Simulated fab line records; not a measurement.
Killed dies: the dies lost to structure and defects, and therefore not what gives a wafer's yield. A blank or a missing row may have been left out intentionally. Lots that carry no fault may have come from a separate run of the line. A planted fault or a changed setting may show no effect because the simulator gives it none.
Comparing a struck lot with a sound one    flow ritCmos    19 out of 202 route steps
Sound: wafers L612.2, L612.3, L612.4. Wafers L624.1, L624.2, L624.6 were the ones struck. Last of all comes the cause.
Per side, at each step with rows, come the tool, then ch with its chambers, and then its first start. Under that, the readings that differ: sound wafers    struck wafers    difference of the means    sigmas: that difference in standard deviations of wafers without a fault.
alike: a reading whose means differ by less than 2 such deviations, as well as words and numbers matching on both sides. not compared: withheld readings; readings where some wafer has no value; bounds like >300 that might hide an equal value; numbers whose values overlap and for which the record gives no deviation.
A row with sigmas, a row that says differs or no value, or rows on one side alone: a step with any of these is where the two part. Numbers that have no deviation but don't overlap get no sigmas and don't part them. A reading that every wafer of one side lacks parts them only if that side has two wafers or more.

first, 6 steps without rows for these wafers: RIT_NRETRO_HMDS_00 (prime time 60 s); RIT_NRETRO_COAT_01 (resist thk 1300 nm); RIT_NRETRO_SOFTBAKE_02 (time 60 s); RIT_NRETRO_EXPOSE_03 (exposes mask M4, target cd 43900 nm); RIT_NRETRO_PEB_04; RIT_NRETRO_DEVELOP_05 (develop time 68 s).
RIT_NRETRO_OVL_MEAS_06:
  sound on overlay-01 at day 2 19:53; struck on overlay-01 at day 5 07:49
  alike: NRETRO_OVL
then, 2 steps without rows for these wafers: RIT_NRETRO_HARDBAKE_07 (time 120 s); RIT_NRETRO_IMPLANT_08.
RIT_NRETRO_STRIP_09: strips in O2, time 180 s.
  sound on plasmaAsher-02 ch 0,1, day 2 20:19; struck on plasmaAsher-01 ch 0,1, day 5 08:14
  alike: drypumpMotorCurrentA
  not compared: rfHoursCounterH
RIT_NRETRO_TW_MEAS_10:
  sound on filmMetro-04 at day 2 20:31; struck on filmMetro-03 at day 5 08:28
reading    sound           struck          difference  sigmas
NRETRO_TW  1044 1053 1046  1068 1066 1063  +18         +2
then, 1 step without rows for these wafers: RIT_PRETRO_HMDS_00 (prime time 60 s).
RIT_PRETRO_COAT_01: resist thk 1300 nm.
  sound on lithoTrack-02 ch 0, day 2 20:44; struck on lithoTrack-04, day 5 08:40
  no value came back on the struck wafers for chillPlateTempC (C), dispensePressureKPa (kPa); on the sound wafers chillPlateTempC (C) reads 22.82 22.84 22.96
then, 4 steps without rows for these wafers: RIT_PRETRO_SOFTBAKE_02 (time 60 s); RIT_PRETRO_EXPOSE_03 (exposes mask M5, target cd 43700 nm); RIT_PRETRO_PEB_04; RIT_PRETRO_DEVELOP_05 (develop time 68 s).
RIT_PRETRO_OVL_MEAS_06:
  sound on overlay-01 at day 2 21:34; struck on overlay-02 at day 5 09:24
reading          sound        struck  difference                     sigmas
PRETRO_OVL (nm)  0.8 1.8 1.6  - - -   no value on the struck wafers  
then, 1 step without rows for these wafers: RIT_PRETRO_HARDBAKE_07 (time 120 s).

## WHERE THEY PART
First at RIT_NRETRO_TW_MEAS_10; last, within this record, at RIT_PRETRO_OVL_MEAS_06.

WHY: what the simulator had put in
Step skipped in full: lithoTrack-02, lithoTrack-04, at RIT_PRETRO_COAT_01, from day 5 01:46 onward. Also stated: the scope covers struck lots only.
